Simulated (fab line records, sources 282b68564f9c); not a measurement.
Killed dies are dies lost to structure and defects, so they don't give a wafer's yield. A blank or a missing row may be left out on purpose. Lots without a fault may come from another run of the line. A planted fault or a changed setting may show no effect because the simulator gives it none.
Split-lot experiment | flow rit_cmos | 5 lots, 23 wafers read, on a route of 202 steps

THE SPLIT
At RIT_NLDD_COAT_01 (resist thk 1000 nm), the setting spin_rpm was moved away from the recipe's 3250 rpm on 10 of the 23 wafers read, by -4.9% to +7.3%. The other wafers ran this setting at the recipe's value.

FROM THE SPLIT TO THE READING: what the file shows between them, 3 steps
- RIT_NLDD_SOFTBAKE_02: time 60 s
- RIT_NLDD_EXPOSE_03: exposes mask M7, target cd 40700 nm
- RIT_NLDD_DEVELOP_05: develop time 50 s

THE READING
NOVOLAK_of_NLDD_COAT_01.thk_nm (the simulator's own value, which no gauge read), in nm, at RIT_NLDD_HARDBAKE_07 (time 60 s). The file gives no usual value for it. The 13 wafers here that ran the recipe average 885.2 nm, standard deviation 2.2 nm.

wafer  | tool, chamber at the split | spin_rpm as run, rpm | against the recipe | NOVOLAK_of_NLDD_COAT_01.thk_nm, nm | against lot-mates on the recipe
L074.1 | litho_track-01, 0          | 3250                 | recipe             | 883.8                              | -
L074.3 | litho_track-01, 0          | 3433                 | +5.6%              | 860.7                              | -24.1
L074.4 | litho_track-01, 0          | 3250                 | recipe             | 885.9                              | -
L074.5 | litho_track-01, 0          | 3433                 | +5.6%              | 859.2                              | -25.6
L074.6 | litho_track-01, 0          | 3433                 | +5.6%              | 861                                | -23.8
L078.1 | litho_track-01, 0          | 3487                 | +7.3%              | 856.9                              | -30.7
L078.2 | litho_track-01, 0          | 3250                 | recipe             | 888.5                              | -
L078.3 | litho_track-01, 0          | 3250                 | recipe             | 887.4                              | -
L078.5 | litho_track-01, 0          | 3487                 | +7.3%              | 855.9                              | -31.7
L078.6 | litho_track-01, 0          | 3250                 | recipe             | 886.9                              | -
L080.1 | litho_track-04, 0          | 3250                 | recipe             | 885.4                              | -
L080.3 | litho_track-04, 0          | 3092                 | -4.9%              | 907.2                              | +21.4
L080.4 | litho_track-04, 0          | 3250                 | recipe             | 887.3                              | -
L080.5 | litho_track-04, 0          | 3250                 | recipe             | 884.7                              | -
L080.6 | litho_track-04, 0          | 3092                 | -4.9%              | 907.7                              | +21.9
L082.1 | litho_track-01, 0          | 3155                 | -2.9%              | 898.4                              | +12.2
L082.4 | litho_track-01, 0          | 3155                 | -2.9%              | 898.4                              | +12.2
L082.2 | litho_track-01, 0          | 3250                 | recipe             | 885.9                              | -
L082.5 | litho_track-01, 0          | 3250                 | recipe             | 886.5                              | -
L082.6 | litho_track-01, 0          | 3155                 | -2.9%              | 898.6                              | +12.4
L084.3 | litho_track-03, 0          | 3250                 | recipe             | 881.5                              | -
L084.5 | litho_track-03, 0          | 3250                 | recipe             | 881.2                              | -
L084.6 | litho_track-03, 0          | 3250                 | recipe             | 882.4                              | -

THE FIT
A straight line over all 23 wafers: NOVOLAK_of_NLDD_COAT_01.thk_nm changes by -4.29 nm for each +1% of spin_rpm; r = -0.99; the points scatter about the line by 2 nm.
The same after taking each lot's own level away (the mean of its wafers on the recipe; 23 wafers): -4.33 nm for each +1%; r = -1.00; scatter 0.76 nm.
On that fit, the largest move of spin_rpm shifts the reading by 32 nm.
The lots' own levels span 881.70 to 887.60 nm, that is 2.6 times the standard deviation above.
So the lot-to-lot level changes the slope little: the two slopes agree.
Check: with one of the wafers moved furthest among these (+7.3%) left out of the fit, the line predicts -31.8 nm for it against its lot-mates. It came out at -30.7 nm against them.

THE WHOLE CHAIN: every reading that the file lists as answering this split, in the file's order
step                 | what it does       | reading                                                                         | change (the file's fit)              | r (the file's)
RIT_NLDD_COAT_01     | resist thk 1000 nm | NOVOLAK_of_NLDD_COAT_01.thk_nm (the simulator's own value, which no gauge read) | -4.95 nm for each +1% of the setting | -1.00
RIT_NLDD_HARDBAKE_07 | time 60 s          | NOVOLAK_of_NLDD_COAT_01.thk_nm (the simulator's own value, which no gauge read) | -4.33 nm for each +1% of the setting | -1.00

THE FILE'S OWN FIT
NOVOLAK_of_NLDD_COAT_01.thk_nm changes by -4.33 nm for each +1% of spin_rpm, r = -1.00.
